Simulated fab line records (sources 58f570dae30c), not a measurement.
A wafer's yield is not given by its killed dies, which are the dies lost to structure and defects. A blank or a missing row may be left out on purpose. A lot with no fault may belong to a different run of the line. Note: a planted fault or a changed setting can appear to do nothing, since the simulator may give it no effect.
fab line records	flow berkeley-cmos170	part 1 of 2: steps 1 to 29 of 41
record lots=5	wafers=15	last-day=11
route steps=331 shown PLDD@155 NLDD@158 SPACER@171 PSD@175 NSD@187
lots untouched by any fault: they come from a run of this same line in which no faults occurred
start-h: start of the lot's first displayed wafer, in hours after the record's first day	wait-h: hours elapsed since this lot's preceding step	" identical to the entry in the row above	L1.1+2: one row covering several wafers at once	- no value, or no start given	* or withheld: withheld	< > ~ a bound
route shown NAME@n: NAME is a module with steps in the file, n the number in the route of the first one	usual: mean/standard deviation of fault-free wafers	same: alike in all rows	chamber/n: place in a boat	sites: per-site readings	_std_site: the standard deviation of these	_edge_site: the outer-site mean with the inner-site mean subtracted	radius-mm: how far each site lies from the wafer's centre	mask NAME#n: copy n	behind: the tool/chamber that last shaped the wafer	hold: cause of the lot's hold/its duration in hours/its outcome	device: whichever transistor did not switch (one of n, p or np)	end of line: tests run on the same wafers once the route is complete	step lacking rows: just its recipe	killed: dies lost to structure and defects at the first sort, not the wafer's yield	map: per-die view of a wafer (x killed, . not killed, _ where there is no die)
set.NAME: the setting as run; set.NAME@STEP: as run at that earlier step	model.NAME: the simulator's own value behind a step, which no gauge read
a table for each step, a row for each wafer; lots at some steps of the route
services: from which hour (start-h, from the record's first day; less than 0 if before it) a tool's chamber was out of use, for how many hours, and why
## steps
# step UCB170_PLDD_STRIP_10
# recipe chemistry=O2	power-w=400	pressure-mtorr=3500	platen-temp-c=withheld	o2-flow-sccm=400	overash-fraction=0.5
# usual drypump-motor-current-A=6.2/0.34	oes-product-au=0.735/0.0048	strip-time-to-endpoint-s=22.07/0.073
lot.wafer	tool	chamber	start-h	wait-h	drypump-motor-current-A	oes-product-au	rf-hours-counter-h	strip-time-to-endpoint-s
L079.3	plasma-asher-03	1	156.89	0.1	6.1	0.739	-	21.91
L079.4	"	0	"	"	5.8	0.731	-	22.00
L079.6	"	0	"	"	5.8	0.732	-	22.00
L083.1	plasma-asher-04	0	178.83	0.1	6.3	0.735	41	22.06
L083.3	"	1	"	"	6.6	0.732	-	22.07
L083.5	"	1	"	"	6.6	0.748	-	22.08
L087.1	plasma-asher-04	1	204.61	0.1	6.6	0.729	44	22.16
L087.3	"	1	"	"	6.5	0.736	-	22.17
L087.6	"	1	"	"	6.5	0.738	-	22.15
L093.3	plasma-asher-04	0	218.14	0.1	6.2	0.736	-	22.06
L093.4	"	1	"	"	6.5	0.739	-	22.05
L093.5	"	1	"	"	6.6	0.739	-	22.06
L095.3	plasma-asher-01	1	235.60	0.1	6.6	0.740	-	22.26
L095.4	"	0	"	"	5.5	0.738	-	22.22
L095.6	"	1	"	"	6.5	0.739	-	22.24
# step UCB170_PLDD_TW_MEAS_11
# usual PLDD_TW=1012/6.5
lot.wafer	tool	chamber	start-h	wait-h	PLDD_TW
L079.3	film-metro-01	-	156.98	0.1	1016
L079.4	"	-	"	"	1016
L079.6	"	-	"	"	1023
L083.1	film-metro-02	-	178.93	0.1	1008
L083.3	"	-	"	"	1007
L083.5	"	-	"	"	1008
L087.1	film-metro-04	-	204.71	0.1	1009
L087.3	"	-	"	"	1012
L087.6	"	-	"	"	1007
L093.3	film-metro-01	-	218.22	0.1	1024
L093.4	"	-	"	"	1022
L093.5	"	-	"	"	1018
L095.3	film-metro-02	-	235.68	0.1	1010
L095.4	"	-	"	"	1010
L095.6	"	-	"	"	1002
# step UCB170_PLDD_CLEAN_12
# recipe chemistry=SPM	temp-c=120	time-s=600
lot.wafer	tool	chamber	start-h	wait-h
L079.3+4+6	wet-bench-04	1	158.22	1.2
L083.1+3+5	wet-bench-04	0	181.45	2.5
L087.1+3+6	wet-bench-04	2	204.81	0.1
L093.3+4+5	wet-bench-01	1	218.26	0.0
L095.3+4+6	wet-bench-01	1	235.72	0.0
# step UCB170_NLDD_HMDS_00
# recipe prime-time-s=60	prime-temp-c=100
lot.wafer	tool	chamber	start-h	wait-h
L079.3+4+6	litho-track-03	0	159.33	0.9
L083.1+3+5	litho-track-04	0	181.67	0.0
L087.1+3+6	litho-track-01	0	205.37	0.2
L093.3+4+5	litho-track-03	0	218.58	0.1
L095.3+4+6	litho-track-04	0	236.25	0.3
# step UCB170_NLDD_COAT_01
# recipe resist=KrF	spin-rpm=1500	resist-thk-nm=900
# usual dispense-pressure-kPa=51/3.5
lot.wafer	tool	chamber	start-h	wait-h	dispense-pressure-kPa
L079.3	litho-track-03	0	159.48	0.1	55
L079.4	"	0	"	"	55
L079.6	"	0	"	"	55
L083.1	litho-track-04	0	181.82	0.1	51
L083.3	"	0	"	"	51
L083.5	"	0	"	"	51
L087.1	litho-track-01	0	205.52	0.1	46
L087.3	"	0	"	"	46
L087.6	"	0	"	"	46
L093.3	litho-track-03	0	218.73	0.1	55
L093.4	"	0	"	"	55
L093.5	"	0	"	"	55
L095.3	litho-track-04	0	236.40	0.1	51
L095.4	"	0	"	"	51
L095.6	"	0	"	"	51
# step UCB170_NLDD_SOFTBAKE_02
# recipe resist=KrF	temp-c=130	time-s=60
# usual plate-temp-C=129.99/0.14
lot.wafer	tool	chamber	start-h	wait-h	plate-temp-C
L079.3	litho-track-03	0	159.63	0.1	129.96
L079.4	"	0	"	"	130.04
L079.6	"	0	"	"	129.93
L083.1	litho-track-04	0	181.97	0.1	130.16
L083.3	"	0	"	"	130.12
L083.5	"	0	"	"	130.10
L087.1	litho-track-01	0	205.67	0.1	129.87
L087.3	"	0	"	"	129.80
L087.6	"	0	"	"	130.05
L093.3	litho-track-03	0	218.88	0.1	130.11
L093.4	"	0	"	"	130.11
L093.5	"	0	"	"	130.03
L095.3	litho-track-04	0	236.55	0.1	130.07
L095.4	"	0	"	"	130.07
L095.6	"	0	"	"	130.13
# step UCB170_NLDD_EXPOSE_03
# recipe mask-id=NSELECT	na=0.5	sigma-outer=0.6	source-shape=conventional	target-cd-nm=1200	dose-mj=30
lot.wafer	tool	chamber	start-h	wait-h	mask
L079.3+4+6	krf-scanner-02	0	-	-	NSELECT#0
L083.1+3+5	krf-scanner-01	0	182.19	0.2	NSELECT#0
L087.1+3+6	krf-scanner-02	0	206.09	0.4	NSELECT#0
L093.3+4+5	krf-scanner-02	0	219.02	0.1	NSELECT#0
L095.3+4+6	krf-scanner-02	0	236.69	0.1	NSELECT#0
# step UCB170_NLDD_PEB_04
# recipe peb-temp-c=130	peb-time-s=withheld	resist=KrF
# usual plate-temp-C=130.00/0.14
lot.wafer	tool	chamber	start-h	wait-h	plate-temp-C
L079.3	litho-track-01	0	-	-	129.97
L079.4	"	0	"	"	130.17
L079.6	"	0	"	"	129.97
L083.1	litho-track-03	0	182.53	0.3	130.09
L083.3	"	0	"	"	129.83
L083.5	"	0	"	"	129.99
L087.1	litho-track-04	0	206.26	0.1	130.04
L087.3	"	0	"	"	129.66
L087.6	"	0	"	"	129.89
L093.3	litho-track-01	0	219.74	0.7	129.94
L093.4	"	0	"	"	129.98
L093.5	"	0	"	"	129.95
L095.3	litho-track-01	0	236.99	0.3	129.82
L095.4	"	0	"	"	129.90
L095.6	"	0	"	"	129.96
# step UCB170_NLDD_DEVELOP_05
# recipe developer=TMAH	develop-time-s=45	resist=KrF	dev-temp-c=21
lot.wafer	tool	chamber	start-h	wait-h
L079.3+4+6	litho-track-01	0	-	-
L083.1+3+5	litho-track-03	0	-	-
L087.1+3+6	litho-track-04	0	-	-
L093.3+4+5	litho-track-01	0	-	-
L095.3+4+6	litho-track-01	0	-	-
# step UCB170_NLDD_CD_MEAS_06
# recipe target-cd-nm=1200
# usual cd-nm=1199.7/1.6
lot.wafer	tool	chamber	start-h	wait-h	cd-nm
L079.3	cd-sem-01	-	161.43	-	1199.6
L079.4	"	-	"	"	1199.5
L079.6	"	-	"	"	1199.0
L083.1	cd-sem-01	-	182.85	-	1201.0
L083.3	"	-	"	"	1201.6
L083.5	"	-	"	"	1199.4
L087.1	cd-sem-02	-	206.53	-	1202.5
L087.3	"	-	"	"	1201.4
L087.6	"	-	"	"	1201.5
L093.3	cd-sem-02	-	220.00	-	1200.2
L093.4	"	-	"	"	1200.5
L093.5	"	-	"	"	1199.2
L095.3	cd-sem-01	-	237.25	-	1198.7
L095.4	"	-	"	"	1199.0
L095.6	"	-	"	"	1199.5
# step UCB170_NLDD_OVL_MEAS_07
# usual NLDD_OVL=-2/5.4
lot.wafer	tool	chamber	start-h	wait-h	NLDD_OVL[nm]
L079.3	overlay-02	-	161.52	0.1	-6
L079.4	"	-	"	"	1
L079.6	"	-	"	"	3
L083.1	overlay-02	-	182.97	0.1	3
L083.3	"	-	"	"	5
L083.5	"	-	"	"	3
L087.1	overlay-02	-	206.65	0.1	1
L087.3	"	-	"	"	-3
L087.6	"	-	"	"	5
L093.3	overlay-01	-	220.09	0.1	11
L093.4	"	-	"	"	5
L093.5	"	-	"	"	10
L095.3	overlay-02	-	237.34	0.1	-1
L095.4	"	-	"	"	3
L095.6	"	-	"	"	-4
# step UCB170_NLDD_IMPLANT_08
# recipe species=As	dose-cm2=5e+13	energy-kev=30	tilt-deg=7	rotation-deg=0
# usual beam-on-s=9.99/0.19
lot.wafer	tool	chamber	start-h	wait-h	beam-on-s
L079.3	implanter-01	0	161.59	0.1	9.80
L079.4	"	0	"	"	10.23
L079.6	"	0	"	"	10.26
L083.1	implanter-04	0	183.01	0.0	9.91
L083.3	"	0	"	"	10.05
L083.5	"	0	"	"	10.54
L087.1	implanter-03	0	206.69	0.0	9.89
L087.3	"	0	"	"	9.86
L087.6	"	0	"	"	9.96
L093.3	implanter-03	0	220.17	0.1	10.07
L093.4	"	0	"	"	10.16
L093.5	"	0	"	"	9.96
L095.3	implanter-04	0	237.42	0.1	9.91
L095.4	"	0	"	"	10.29
L095.6	"	0	"	"	10.13
# step UCB170_NLDD_IMPLANT_09
# recipe species=As	dose-cm2=5e+13	energy-kev=30	tilt-deg=7	rotation-deg=180
# usual beam-on-s=9.97/0.21
lot.wafer	tool	chamber	start-h	wait-h	beam-on-s
L079.3	implanter-01	0	161.74	0.1	9.69
L079.4	"	0	"	"	9.70
L079.6	"	0	"	"	9.87
L083.1	implanter-04	0	183.16	0.1	9.92
L083.3	"	0	"	"	10.16
L083.5	"	0	"	"	9.66
L087.1	implanter-03	0	206.84	0.1	10.04
L087.3	"	0	"	"	10.00
L087.6	"	0	"	"	10.04
L093.3	implanter-03	0	220.32	0.1	9.92
L093.4	"	0	"	"	9.89
L093.5	"	0	"	"	9.88
L095.3	implanter-04	0	237.57	0.1	9.92
L095.4	"	0	"	"	9.47
L095.6	"	0	"	"	9.74
# step UCB170_NLDD_STRIP_10
# recipe chemistry=O2	power-w=400	pressure-mtorr=3500	platen-temp-c=withheld	o2-flow-sccm=400	overash-fraction=0.5
# usual drypump-motor-current-A=6.1/0.41	oes-product-au=0.734/0.0044	strip-time-to-endpoint-s=21.65/0.064
lot.wafer	tool	chamber	start-h	wait-h	drypump-motor-current-A	oes-product-au	rf-hours-counter-h	strip-time-to-endpoint-s
L079.3	plasma-asher-04	1	161.88	0.1	6.6	0.742	-	21.68
L079.4	"	0	"	"	6.3	0.725	-	21.69
L079.6	"	0	"	"	6.3	0.734	-	21.69
L083.1	plasma-asher-02	0	183.31	0.1	6.1	0.732	41	21.64
L083.3	"	0	"	"	6.1	0.737	-	21.72
L083.5	"	1	"	"	5.7	0.742	-	21.70
L087.1	plasma-asher-01	1	206.99	0.1	6.6	0.733	54	21.66
L087.3	"	0	"	"	5.5	0.742	-	21.63
L087.6	"	0	"	"	5.5	0.744	-	21.60
L093.3	plasma-asher-04	0	220.45	0.1	6.3	0.739	-	21.66
L093.4	"	1	"	"	6.6	0.738	-	21.69
L093.5	"	1	"	"	6.5	0.729	-	21.60
L095.3	plasma-asher-04	0	237.70	0.1	6.3	0.732	-	21.68
L095.4	"	1	"	"	6.6	0.731	-	21.79
L095.6	"	0	"	"	6.3	0.741	-	21.70
# step UCB170_NLDD_TW_MEAS_11
# usual NLDD_TW=2216/12
lot.wafer	tool	chamber	start-h	wait-h	NLDD_TW
L079.3	film-metro-04	-	161.96	0.1	2206
L079.4	"	-	"	"	2210
L079.6	"	-	"	"	2208
L083.1	film-metro-04	-	183.41	0.1	2208
L083.3	"	-	"	"	2218
L083.5	"	-	"	"	2211
L087.1	film-metro-04	-	207.09	0.1	2204
L087.3	"	-	"	"	2213
L087.6	"	-	"	"	2218
L093.3	film-metro-01	-	220.54	0.1	2244
L093.4	"	-	"	"	2237
L093.5	"	-	"	"	2244
L095.3	film-metro-01	-	237.79	0.1	2234
L095.4	"	-	"	"	2240
L095.6	"	-	"	"	2239
# step UCB170_NLDD_CLEAN_12
# recipe chemistry=SPM	temp-c=120	time-s=600
lot.wafer	tool	chamber	start-h	wait-h
L079.3+4+6	wet-bench-04	3	162.00	0.0
L083.1+3+5	wet-bench-04	1	183.47	0.1
L087.1+3+6	wet-bench-04	0	207.30	0.2
L093.3+4+5	wet-bench-04	1	220.58	0.0
L095.3+4+6	wet-bench-02	1	239.44	1.6
# step UCB170_SPACER_CVD_00
# recipe material=SiO2	target-thk-nm=376	temp-c=390	precursor=TEOS/O2	time-s=47	rf-w=550	pressure-mtorr=9000
# usual heater-power-w=266/53	susceptor-temp-C=390.00/0.21
lot.wafer	tool	chamber	start-h	wait-h	heater-power-w	since-wet-clean-h	susceptor-temp-C
L079.3	pecvd-03	2	162.20	0.0	306	-	389.78
L079.4	"	0	"	"	390	-	389.72
L079.6	"	0	"	"	397	-	390.37
L083.1	pecvd-02	1	183.64	0.0	215	369	389.95
L083.3	"	0	"	"	221	369	389.87
L083.5	"	1	"	"	236	-	389.82
L087.1	pecvd-03	0	207.65	0.0	318	179	390.11
L087.3	"	2	"	"	272	179	389.91
L087.6	"	2	"	"	285	-	389.48
L093.3	pecvd-03	1	220.75	0.0	324	192	389.88
L093.4	"	1	"	"	342	-	390.00
L093.5	"	2	"	"	270	-	389.94
L095.3	pecvd-03	1	239.62	0.0	350	211	390.16
L095.4	"	1	"	"	257	-	390.14
L095.6	"	0	"	"	366	-	389.79
# step UCB170_SPACER_THK_MEAS_01
# recipe reads=SiO2_of_SPACER_CVD_00
# usual SPACER_TEOS_THK=377/5
lot.wafer	tool	chamber	start-h	wait-h	SPACER_TEOS_THK[nm]
L079.3	film-metro-03	-	162.26	0.0	378
L079.4	"	-	"	"	381
L079.6	"	-	"	"	382
L083.1	film-metro-02	-	183.69	0.0	373
L083.3	"	-	"	"	371
L083.5	"	-	"	"	375
L087.1	film-metro-03	-	207.69	0.0	379
L087.3	"	-	"	"	371
L087.6	"	-	"	"	380
L093.3	film-metro-03	-	220.81	0.0	373
L093.4	"	-	"	"	385
L093.5	"	-	"	"	375
L095.3	film-metro-03	-	239.68	0.0	379
L095.4	"	-	"	"	381
L095.6	"	-	"	"	382
# step UCB170_SPACER_ANNEAL_02
# recipe temp-c=900	time-s=1800	ambient=N2
lot.wafer	tool	chamber	start-h	wait-h
L079.3+4+6	furnace-03	0	162.88	0.6
L083.1+3+5	furnace-04	0	189.72	6.0
L087.1+3+6	furnace-01	0	210.73	3.0
L093.3+4+5	furnace-04	0	224.53	3.7
L095.3+4+6	furnace-04	0	242.33	2.6
# step UCB170_SPACER_ETCHBACK_03
# recipe stop-on=Si	target=SiO2	chemistry=CHF3/CF4/Ar	CHF3_flow_sccm=50	cf4-flow-sccm=10	Ar_flow_sccm=120	pressure-mtorr=200	rf-w=500	target-depth-a=3760	time-s=100
# usual drypump-motor-current-A=5.8/0.39	oes-product-au=0.905/0.014	throttle-valve-pct=6.45/0.12
lot.wafer	tool	chamber	start-h	wait-h	drypump-motor-current-A	oes-product-au	rf-hours-counter-h	throttle-valve-pct
L079.3	rie-diel-01	1	164.38	0.0	5.7	0.903	103	6.32
L079.4	"	3	"	"	5.4	0.913	136	6.35
L079.6	"	1	"	"	5.7	0.912	-	6.32
L083.1	rie-diel-02	3	191.22	0.0	5.6	0.902	5	6.32
L083.3	"	2	"	"	6.1	0.893	55	6.56
L083.5	"	3	"	"	5.6	0.896	-	6.31
L087.1	rie-diel-03	0	212.23	0.0	6.2	0.910	99	6.45
L087.3	"	2	"	"	6.8	0.906	18	6.53
L087.6	"	2	"	"	6.8	0.919	-	6.53
L093.3	rie-diel-02	1	226.03	0.0	5.5	0.892	13	6.69
L093.4	"	0	"	"	6.2	0.933	17	6.60
L093.5	"	3	"	"	5.6	0.907	-	6.31
L095.3	rie-diel-02	0	243.83	0.0	6.1	0.915	17	6.60
L095.4	"	1	"	"	5.5	0.894	-	6.68
L095.6	"	0	"	"	6.1	0.924	-	6.60
# step UCB170_PSD_HMDS_00
# recipe prime-time-s=60	prime-temp-c=100
lot.wafer	tool	chamber	start-h	wait-h
L079.3+4+6	litho-track-01	0	165.66	1.2
L083.1+3+5	litho-track-02	0	192.17	0.9
L087.1+3+6	litho-track-03	0	212.30	0.0
L093.3+4+5	litho-track-03	0	226.63	0.6
L095.3+4+6	litho-track-03	0	243.95	0.1
# step UCB170_PSD_COAT_01
# recipe resist=KrF	spin-rpm=1500	resist-thk-nm=900
# usual dispense-pressure-kPa=49/5.3
lot.wafer	tool	chamber	start-h	wait-h	dispense-pressure-kPa
L079.3	litho-track-01	0	165.81	0.1	46
L079.4	"	0	"	"	46
L079.6	"	0	"	"	46
L083.1	litho-track-02	0	192.32	0.1	44
L083.3	"	0	"	"	43
L083.5	"	0	"	"	44
L087.1	litho-track-03	0	212.45	0.1	55
L087.3	"	0	"	"	55
L087.6	"	0	"	"	55
L093.3	litho-track-03	0	226.78	0.1	55
L093.4	"	0	"	"	55
L093.5	"	0	"	"	55
L095.3	litho-track-03	0	244.10	0.1	55
L095.4	"	0	"	"	55
L095.6	"	0	"	"	55
# step UCB170_PSD_SOFTBAKE_02
# recipe resist=KrF	temp-c=130	time-s=60
# usual plate-temp-C=130.03/0.14
lot.wafer	tool	chamber	start-h	wait-h	plate-temp-C
L079.3	litho-track-01	0	165.96	0.1	130.15
L079.4	"	0	"	"	130.04
L079.6	"	0	"	"	129.95
L083.1	litho-track-02	0	192.47	0.1	129.88
L083.3	"	0	"	"	129.83
L083.5	"	0	"	"	129.86
L087.1	litho-track-03	0	212.60	0.1	129.93
L087.3	"	0	"	"	129.99
L087.6	"	0	"	"	129.87
L093.3	litho-track-03	0	226.93	0.1	129.93
L093.4	"	0	"	"	129.90
L093.5	"	0	"	"	130.14
L095.3	litho-track-03	0	244.25	0.1	130.16
L095.4	"	0	"	"	130.06
L095.6	"	0	"	"	130.01
# step UCB170_PSD_EXPOSE_03
# recipe mask-id=PSELECT_MOD	na=0.5	sigma-outer=0.6	source-shape=conventional	target-cd-nm=1200	dose-mj=29.62
lot.wafer	tool	chamber	start-h	wait-h	mask
L079.3+4+6	krf-scanner-02	0	166.22	0.2	PSELECT_MOD#0
L083.1+3+5	krf-scanner-02	0	-	-	PSELECT_MOD#0
L087.1+3+6	krf-scanner-02	0	213.23	0.6	PSELECT_MOD#0
L093.3+4+5	krf-scanner-02	0	227.30	0.3	PSELECT_MOD#0
L095.3+4+6	krf-scanner-02	0	244.39	0.1	PSELECT_MOD#0
# step UCB170_PSD_PEB_04
# recipe peb-temp-c=130	peb-time-s=withheld	resist=KrF
# usual plate-temp-C=130.01/0.15
lot.wafer	tool	chamber	start-h	wait-h	plate-temp-C
L079.3	litho-track-03	0	166.68	0.4	129.79
L079.4	"	0	"	"	129.64
L079.6	"	0	"	"	129.71
L083.1	litho-track-01	0	-	-	129.99
L083.3	"	0	"	"	130.05
L083.5	"	0	"	"	129.96
L087.1	litho-track-02	0	213.35	0.1	130.12
L087.3	"	0	"	"	129.99
L087.6	"	0	"	"	130.10
L093.3	litho-track-03	0	228.08	0.8	129.95
L093.4	"	0	"	"	129.88
L093.5	"	0	"	"	130.13
L095.3	litho-track-01	0	244.73	0.3	129.96
L095.4	"	0	"	"	130.04
L095.6	"	0	"	"	130.20
# step UCB170_PSD_DEVELOP_05
# recipe developer=TMAH	develop-time-s=45	resist=KrF	dev-temp-c=21
lot.wafer	tool	chamber	start-h	wait-h
L079.3+4+6	litho-track-03	0	-	-
L083.1+3+5	litho-track-01	0	-	-
L087.1+3+6	litho-track-02	0	-	-
L093.3+4+5	litho-track-03	0	-	-
L095.3+4+6	litho-track-01	0	-	-
# step UCB170_PSD_CD_MEAS_06
# recipe target-cd-nm=1200
# usual cd-nm=1199.8/1.3
lot.wafer	tool	chamber	start-h	wait-h	cd-nm
L079.3	cd-sem-01	-	166.95	-	1201.0
L079.4	"	-	"	"	1201.1
L079.6	"	-	"	"	1199.5
L083.1	cd-sem-02	-	194.47	-	1200.0
L083.3	"	-	"	"	1199.6
L083.5	"	-	"	"	1199.1
L087.1	cd-sem-02	-	213.63	-	1200.3
L087.3	"	-	"	"	1200.3
L087.6	"	-	"	"	1198.5
L093.3	cd-sem-02	-	228.35	-	1200.5
L093.4	"	-	"	"	1200.6
L093.5	"	-	"	"	1199.6
L095.3	cd-sem-02	-	245.00	-	1201.5
L095.4	"	-	"	"	1201.6
L095.6	"	-	"	"	1202.4
# step UCB170_PSD_OVL_MEAS_07
# usual PSD_OVL=0/7.1
lot.wafer	tool	chamber	start-h	wait-h	PSD_OVL[nm]
L079.3	overlay-02	-	167.04	0.1	14
L079.4	"	-	"	"	7
L079.6	"	-	"	"	-4
L083.1	overlay-01	-	194.59	0.1	-1
L083.3	"	-	"	"	-3
L083.5	"	-	"	"	-8
L087.1	overlay-01	-	213.75	0.1	-23
L087.3	"	-	"	"	-12
L087.6	"	-	"	"	-6
L093.3	overlay-01	-	228.44	0.1	-3
L093.4	"	-	"	"	-15
L093.5	"	-	"	"	-5
L095.3	overlay-01	-	245.09	0.1	1
L095.4	"	-	"	"	-6
L095.6	"	-	"	"	-9
# step UCB170_PSD_IMPLANT_08
# recipe species=B	dose-cm2=3e+15	energy-kev=20	tilt-deg=7
# usual beam-on-s=10.01/0.23
lot.wafer	tool	chamber	start-h	wait-h	beam-on-s
L079.3	implanter-03	0	167.11	0.1	9.61
L079.4	"	0	"	"	9.87
L079.6	"	0	"	"	10.15
L083.1	implanter-04	0	194.63	0.0	10.21
L083.3	"	0	"	"	9.68
L083.5	"	0	"	"	9.78
L087.1	implanter-02	0	213.78	0.0	9.73
L087.3	"	0	"	"	10.03
L087.6	"	0	"	"	10.25
L093.3	implanter-02	0	228.52	0.1	10.02
L093.4	"	0	"	"	9.89
L093.5	"	0	"	"	10.01
L095.3	implanter-04	0	245.17	0.1	10.08
L095.4	"	0	"	"	10.06
L095.6	"	0	"	"	10.19
